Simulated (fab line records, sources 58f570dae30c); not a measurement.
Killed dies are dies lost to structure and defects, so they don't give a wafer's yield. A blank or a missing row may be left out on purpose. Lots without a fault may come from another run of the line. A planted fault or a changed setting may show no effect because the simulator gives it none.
Split-lot experiment | flow berkeley_cmos170 | 5 lots, 23 wafers read, on a route of 331 steps

THE SPLIT
At UCB170_NWELL_CVD_04 (deposits Si3N4 from SiH2Cl2/NH3, target thk 224 nm, time 3360 s), the setting time_s was moved away from the recipe's 3360 s on 20 of the 23 wafers read, by -14.9% to +8.6%. The other wafers ran this setting at the recipe's value.

FROM THE SPLIT TO THE READING: what the file shows between them, 1 step
- UCB170_NWELL_THK_MEAS_05

THE READING
oes_product_au, in a.u., at UCB170_NWELL_ETCH_13 (etches Si3N4 in CH3F/Ar/O2, stops on SiO2, target depth 246.4 nm, time 154 s). Fault-free wafers of this fab line usually give 0.946 a.u., standard deviation 0.019 a.u..

wafer  | tool, chamber at the split | time_s as run, s | against the recipe | oes_product_au, a.u. | against lot-mates on the recipe
L078.1 | -, -                       | 2945             | -12.4%             | 0.906                | no lot-mate on the recipe
L078.2 | -, -                       | 2945             | -12.4%             | 0.887                | no lot-mate on the recipe
L078.4 | -, -                       | 2945             | -12.4%             | 0.849                | no lot-mate on the recipe
L078.5 | -, -                       | 2945             | -12.4%             | 0.860                | no lot-mate on the recipe
L078.6 | -, -                       | 2945             | -12.4%             | 0.889                | no lot-mate on the recipe
L079.1 | -, -                       | 2865             | -14.7%             | 0.878                | no lot-mate on the recipe
L079.2 | -, -                       | 2865             | -14.7%             | 0.864                | no lot-mate on the recipe
L079.3 | -, -                       | 2865             | -14.7%             | 0.874                | no lot-mate on the recipe
L079.5 | -, -                       | 2865             | -14.7%             | 0.851                | no lot-mate on the recipe
L079.6 | -, -                       | 2865             | -14.7%             | 0.874                | no lot-mate on the recipe
L081.1 | lpcvd-02, 0                | 3360             | recipe             | 0.959                | -
L081.2 | lpcvd-02, 0                | 3360             | recipe             | 0.916                | -
L081.6 | lpcvd-02, 0                | 3360             | recipe             | 0.942                | -
L084.1 | -, -                       | 3649             | +8.6%              | 1.003                | no lot-mate on the recipe
L084.2 | -, -                       | 3649             | +8.6%              | 0.986                | no lot-mate on the recipe
L084.4 | -, -                       | 3649             | +8.6%              | 1.004                | no lot-mate on the recipe
L084.5 | -, -                       | 3649             | +8.6%              | 1.006                | no lot-mate on the recipe
L084.6 | -, -                       | 3649             | +8.6%              | 0.999                | no lot-mate on the recipe
L085.1 | -, -                       | 2861             | -14.9%             | 0.866                | no lot-mate on the recipe
L085.2 | -, -                       | 2861             | -14.9%             | 0.869                | no lot-mate on the recipe
L085.4 | -, -                       | 2861             | -14.9%             | 0.885                | no lot-mate on the recipe
L085.5 | -, -                       | 2861             | -14.9%             | 0.864                | no lot-mate on the recipe
L085.6 | -, -                       | 2861             | -14.9%             | 0.875                | no lot-mate on the recipe

THE FIT
A straight line over all 23 wafers: oes_product_au changes by +0.00547 a.u. for each +1% of time_s; r = +0.97; the points scatter about the line by 0.015 a.u..
Too few moved wafers have a lot-mate on the recipe to fit a line with each lot's own level taken away.

THE WHOLE CHAIN: every reading that the file lists as answering this split, in the file's order
step                     | what it does                                                                 | reading                                                                       | change (the file's fit)                   | r (the file's)
UCB170_NWELL_CVD_04      | deposits Si3N4 from SiH2Cl2/NH3, target thk 224 nm, time 3360 s              | Si3N4_of_NWELL_CVD_04.thk_nm (the simulator's own value, which no gauge read) | +2.26 nm for each +1% of the setting      | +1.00
UCB170_NWELL_THK_MEAS_05 |                                                                              | NWELL_NITRIDE_THK                                                             | +2.26 for each +1% of the setting         | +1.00
UCB170_NWELL_ETCH_13     | etches Si3N4 in CH3F/Ar/O2, stops on SiO2, target depth 246.4 nm, time 154 s | oes_product_au                                                                | +0.00548 a.u. for each +1% of the setting | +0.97
UCB170_NWELL_ETCH_13     | etches Si3N4 in CH3F/Ar/O2, stops on SiO2, target depth 246.4 nm, time 154 s | etch.depth_nm (the simulator's own value, which no gauge read)                | +2.25 nm for each +1% of the setting      | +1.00

THE FILE'S OWN FIT
oes_product_au changes by +0.00548 a.u. for each +1% of time_s, r = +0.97.
